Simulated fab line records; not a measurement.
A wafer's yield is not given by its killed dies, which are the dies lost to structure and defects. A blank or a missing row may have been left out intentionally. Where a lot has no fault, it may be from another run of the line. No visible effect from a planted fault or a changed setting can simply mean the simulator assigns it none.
Struck lot and sound lot, side by side + flow rit-cmos + 43 out of 202 route steps
Sound: the wafers L702.3, L702.5, L702.6. Struck: wafers L718.1, L718.5, L718.6. At the end, the cause is stated.
For every step that has rows: the tool of each side, followed by ch and its chambers, followed by its first start. Under that, the readings that differ: sound wafers + struck wafers + difference of the means + sigmas: that difference in standard deviations of wafers without a fault.
alike: words and numbers the same on both sides, and readings whose means are apart by under 2 such deviations; not compared: readings that were withheld, readings missing a value for some wafer, numbers with overlapping values and no deviation given by the record, and bounds like >300 which may hide the same value.
Wherever a step has rows on one side only, a row that says differs or no value, or a row with sigmas, the two part there. Numbers that don't overlap but have no deviation are shown without sigmas and don't part them. A reading that every wafer of one side lacks parts them only if that side has two wafers or more.

first, 4 steps without rows for these wafers: RIT_ACTIVE_SOFTBAKE_07 (time 60 s); RIT_ACTIVE_EXPOSE_08 (exposes mask M1, target cd 1400 nm); RIT_ACTIVE_PEB_09; RIT_ACTIVE_DEVELOP_10 (develop time 50 s).
RIT_ACTIVE_CD_MEAS_11: the cd target is 1400 nm.
  sound: cd-sem-02 at day 2 01:43; struck: cd-sem-02 at day 5 09:29
| reading    | sound                | struck               | difference | sigmas |
|------------|----------------------|----------------------|------------|--------|
| cd-nm (nm) | 1397.5 1396.4 1393.8 | 1400.5 1401.1 1399.9 | +4.6       | +2     |
then, 1 step without rows for these wafers: RIT_ACTIVE_HARDBAKE_12 (time 60 s).
RIT_ACTIVE_ETCH_13: etches Si3N4 in SF6, stops on SiO2, time 210 s, target depth 210 nm.
  sound on rie-diel-02 ch 1,2, day 2 01:57; struck on rie-diel-03 ch 1,3, day 5 09:46
  alike: drypump-motor-current-A, oes-product-au, throttle-valve-pct
  not compared: rf-hours-counter-h
RIT_ACTIVE_STRIP_14: strips in O2, time 180 s.
  sound on plasma-asher-01 ch 0,1, day 2 02:08; struck on plasma-asher-01 ch 0,1, day 5 09:53
  alike: drypump-motor-current-A
  not compared: rf-hours-counter-h
RIT_ACTIVE_CD_MEAS_90: the cd target is 1400 nm.
  sound: cd-sem-01 at day 2 02:17; struck: cd-sem-02 at day 5 10:04
| reading    | sound                | struck               | difference | sigmas |
|------------|----------------------|----------------------|------------|--------|
| cd-nm (nm) | 1397.2 1396.1 1394.2 | 1400.2 1401.3 1399.9 | +4.6       | +2     |
then, 3 steps without rows for these wafers: RIT_ACTIVE_CLEAN_15 (cleans in SC1, time 600 s); RIT_ACTIVE_CLEAN_16 (cleans in dHF, time 30 s); RIT_ACTIVE_CLEAN_17 (cleans in SC2, time 600 s).
RIT_FOX1_OXIDATION_00: target thk 350.7 nm, ox time 1130 s.
  sound on furnace-01 ch 0, day 2 04:32; struck on furnace-04 ch 0, day 5 11:35
  alike: zone-power-centre-pct, zone-power-source-pct
RIT_FOX1_THK_MEAS_01:
  sound: film-metro-04 at day 2 05:52; struck: film-metro-04 at day 5 12:54
| reading             | sound       | struck      | difference | sigmas |
|---------------------|-------------|-------------|------------|--------|
| FOX1_OXIDE_THK (nm) | 348 342 342 | 359 361 364 | +17        | +2     |
then, 2 steps without rows for these wafers: RIT_FOX1_WET_ETCH_02 (etches SiO2 in BOE, target depth 350 nm, time 390 s); RIT_FOX2_OXIDATION_00 (target thk 350.7 nm, ox time 1130 s).
RIT_FOX2_THK_MEAS_01:
  sound: film-metro-02 at day 2 08:08; struck: film-metro-04 at day 5 14:28
  alike: FOX2_OXIDE_THK
then, 2 steps without rows for these wafers: RIT_FOX2_CLEAN_02 (cleans in dHF, time 180 s); RIT_FOX2_WET_ETCH_03 (etches Si3N4 in H3PO4, target depth 195 nm, time 2700 s).
RIT_FOX2_THK_MEAS_90:
  sound: film-metro-04 at day 2 09:01; struck: film-metro-03 at day 5 15:20
  alike: FIELD_OXIDE_LEFT_1_THK
then, 6 steps without rows for these wafers: RIT_NWELL_HMDS_00 (prime time 60 s); RIT_NWELL_COAT_01 (resist thk 1300 nm); RIT_NWELL_SOFTBAKE_02 (time 60 s); RIT_NWELL_EXPOSE_03 (exposes mask M2, target cd 43900 nm); RIT_NWELL_PEB_04; RIT_NWELL_DEVELOP_05 (develop time 68 s).
RIT_NWELL_OVL_MEAS_06:
  sound: overlay-01 at day 2 09:57; struck: overlay-02 at day 5 16:26
  alike: NWELL_OVL
then, 2 steps without rows for these wafers: RIT_NWELL_HARDBAKE_07 (time 120 s); RIT_NWELL_IMPLANT_08.
RIT_NWELL_STRIP_09: strips in O2, time 180 s.
  sound on plasma-asher-03 ch 0,1, day 2 10:26; struck on plasma-asher-01 ch 0,1, day 5 16:53
  alike: drypump-motor-current-A
  not compared: rf-hours-counter-h
RIT_NWELL_TW_MEAS_10:
  sound: film-metro-03 at day 2 10:34; struck: film-metro-04 at day 5 17:04
  alike: NWELL_TW
then, 6 steps without rows for these wafers: RIT_PWELL_HMDS_00 (prime time 60 s); RIT_PWELL_COAT_01 (resist thk 1300 nm); RIT_PWELL_SOFTBAKE_02 (time 60 s); RIT_PWELL_EXPOSE_03 (exposes mask M3, target cd 43700 nm); RIT_PWELL_PEB_04; RIT_PWELL_DEVELOP_05 (develop time 68 s).
RIT_PWELL_OVL_MEAS_06:
  sound: overlay-01 at day 2 11:38; struck: overlay-01 at day 5 18:00
  alike: PWELL_OVL
then, 2 steps without rows for these wafers: RIT_PWELL_HARDBAKE_07 (time 120 s); RIT_PWELL_IMPLANT_08.
RIT_PWELL_STRIP_09: strips in O2, time 180 s.
  sound on plasma-asher-04 ch 0,1, day 2 12:07; struck on plasma-asher-02 ch 0,1, day 5 18:26
  alike: drypump-motor-current-A
  not compared: rf-hours-counter-h
RIT_PWELL_TW_MEAS_10:
  sound: film-metro-01 at day 2 12:15; struck: film-metro-04 at day 5 18:37
  alike: PWELL_TW
RIT_M1_PROBE_99:
  sound: prober-01 at day 4 05:37; struck: prober-01 at day 7 12:40
| reading             | sound | struck                                                               | difference                   | sigmas |
|---------------------|-------|----------------------------------------------------------------------|------------------------------|--------|
| hold                | - - - | await-dispo/7.3h/scrap await-dispo/7.3h/scrap await-dispo/7.3h/scrap | no value on the sound wafers |        |
| killed-at-front-end | 8 6 7 | 154 172 177                                                          | +161                         | +55    |
| killed-dies         | 8 6 8 | 154 172 178                                                          | +161                         | +55    |
| killed-on-rim       | 2 2 1 | 42 46 43                                                             | +42                          | +30    |
  alike: killed-at-contacts, killed-open, killed-short

WHERE THEY PART
At RIT_ACTIVE_CD_MEAS_11 first; at RIT_M1_PROBE_99 last (within this record only).

WHY: the cause the simulator had injected
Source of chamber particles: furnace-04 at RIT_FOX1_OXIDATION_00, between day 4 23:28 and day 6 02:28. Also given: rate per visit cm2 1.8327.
